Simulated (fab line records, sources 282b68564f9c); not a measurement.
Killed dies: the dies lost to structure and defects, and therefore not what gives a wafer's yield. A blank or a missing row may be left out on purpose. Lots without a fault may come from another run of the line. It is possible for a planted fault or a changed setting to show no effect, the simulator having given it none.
Which tool was responsible? / flow rit_cmos / 7 lots with 21 wafers sampled at 2 steps, on a route of 202 steps

== WHAT EACH GAUGE READ, for each wafer ==
RIT_NWELL_TW_MEAS_10.
lot=L846; measured=day 2 02:25; on=film_metro-04; NWELL_TW=2146 2140 2142
lot=L848; measured=day 2 14:46; on=film_metro-04; NWELL_TW=2142 2149 2141
lot=L850; measured=day 3 00:53; on=film_metro-04; NWELL_TW=2130 2129 2120
lot=L853; measured=day 3 17:57; on=film_metro-01; NWELL_TW=2147 2154 2144
lot=L856; measured=day 4 08:04; on=film_metro-03; NWELL_TW=2158 2156 2164
lot=L862; measured=day 5 11:59; on=film_metro-04; NWELL_TW=2201 2191 2196
lot=L868; measured=day 6 19:56; on=film_metro-01; NWELL_TW=2146 2138 2134

== TOOL THAT RAN EACH LOT (tool first, then ch and the chambers of the sampled wafers, then the start) ==
lot=L846; RIT_NWELL_IMPLANT_08=implanter-04 ch 0, day 2 02:06
lot=L848; RIT_NWELL_IMPLANT_08=implanter-04 ch 0, day 2 14:26
lot=L850; RIT_NWELL_IMPLANT_08=implanter-04 ch 0, day 3 00:34
lot=L853; RIT_NWELL_IMPLANT_08=implanter-01 ch 0, day 3 17:38
lot=L856; RIT_NWELL_IMPLANT_08=implanter-01 ch 0, day 4 07:45
lot=L862; RIT_NWELL_IMPLANT_08=implanter-04 ch 0, day 5 11:42
lot=L868; RIT_NWELL_IMPLANT_08=implanter-01 ch 0, day 6 19:37
- RIT_NWELL_IMPLANT_08

== THE ANSWER, worked out from the rows above alone ==
Rule: the usual values come from the lots themselves. Put in order of their means at a reading, lots are off if they are a third of the lots or fewer, leave a main group of 4 or more, and stand apart from it by a gap of 3 or more times the standard deviation of the main group's means; of several such gaps the widest counts. If all means in a main group match to the digits the tables above print for the reading, that group is not used. Also off: a lot with no number at a reading for which 4 or more lots have one. The other lots that the step has rows for count as sound.
Off: L862, at RIT_NWELL_TW_MEAS_10 (NWELL_TW). Main group: mean 2143, sd 9.9.
A tool fits if, at a process step before that reading, it ran every lot that is off, and no sound lot after the first of them. The gauges at RIT_NWELL_TW_MEAS_10 are tried like those tools. This does not decide it: 2 tools fit, namely implanter-04 at RIT_NWELL_IMPLANT_08 and film_metro-04 at RIT_NWELL_TW_MEAS_10.

== WHAT THE SIMULATOR PUT IN ==
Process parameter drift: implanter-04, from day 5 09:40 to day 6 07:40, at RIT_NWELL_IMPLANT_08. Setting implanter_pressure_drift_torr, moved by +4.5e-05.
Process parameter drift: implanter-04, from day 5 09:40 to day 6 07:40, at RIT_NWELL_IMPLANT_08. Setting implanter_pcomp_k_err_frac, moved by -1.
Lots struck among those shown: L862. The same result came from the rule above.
